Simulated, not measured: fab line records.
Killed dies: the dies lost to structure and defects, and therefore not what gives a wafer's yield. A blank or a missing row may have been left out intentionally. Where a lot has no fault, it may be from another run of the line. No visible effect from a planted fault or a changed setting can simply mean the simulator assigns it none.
A struck lot beside a sound one + flow berkeley-cmos170 + 14 steps out of a route of 331
Sound: the wafers L447.1, L447.4, L447.5. The struck wafers were L461.1, L461.2, L461.6. Last of all comes the cause.
For every step that has rows: the tool of each side, followed by ch and its chambers, followed by its first start. Under that, the readings that differ: sound wafers + struck wafers + difference of the means + sigmas: that difference in standard deviations of wafers without a fault.
alike: words and numbers the same on both sides, and readings whose means are apart by under 2 such deviations; not compared: readings that were withheld, readings missing a value for some wafer, numbers with overlapping values and no deviation given by the record, and bounds like >300 which may hide the same value.
A row with sigmas, a row that says differs or no value, or rows on one side alone: a step with any of these is where the two part. When numbers do not overlap yet have no deviation, they are printed without sigmas and do not part them. Lack of a reading on every wafer of one side parts them only where that side has two or more wafers.

first, 4 steps without rows for these wafers: UCB170_NWELL_WET_ETCH_19 (etches SiO2 in BOE, time 22 s); UCB170_PWELL_CLEAN_00 (cleans in SPM, time 600 s); UCB170_PWELL_CLEAN_01 (cleans in dHF, time 60 s); UCB170_PWELL_OXIDATION_02 (target thk 26.4 nm, ox time 1260 s).
UCB170_PWELL_THK_MEAS_03:
  sound on film-metro-02, day 3 06:23; struck on film-metro-04, day 6 14:17
  alike: PWELL_OXIDE_THK
then, 2 steps without rows for these wafers: UCB170_PWELL_ANNEAL_04 (time 900 s); UCB170_PWELL_CVD_05 (deposits Si3N4 from SiH2Cl2/NH3, target thk 220 nm, time 3300 s).
UCB170_PWELL_THK_MEAS_06:
  sound on film-metro-02, day 3 13:52; struck on film-metro-04, day 6 18:37
  alike: PWELL_NITRIDE_THK
then, 4 steps without rows for these wafers: UCB170_PWELL_HMDS_07 (prime time 60 s); UCB170_PWELL_COAT_08 (resist thk 900 nm); UCB170_PWELL_SOFTBAKE_09 (time 60 s); UCB170_PWELL_EXPOSE_10 (exposes mask PWELL, target cd 3000 nm).
UCB170_PWELL_PEB_11:
  struck on litho-track-04, day 6 19:27; sound on litho-track-01 ch 0, day 3 14:38
  no value came back on the struck wafers for chill-plate-temp-C (C), exhaust-pa (Pa); on the sound wafers chill-plate-temp-C (C) reads 22.91 22.92 22.82
then, 1 step without rows for these wafers: UCB170_PWELL_DEVELOP_12 (develop time 45 s).

## WHERE THEY PART
At UCB170_PWELL_PEB_11 and nowhere else, as far as this record goes.

WHY: what the simulator had put in
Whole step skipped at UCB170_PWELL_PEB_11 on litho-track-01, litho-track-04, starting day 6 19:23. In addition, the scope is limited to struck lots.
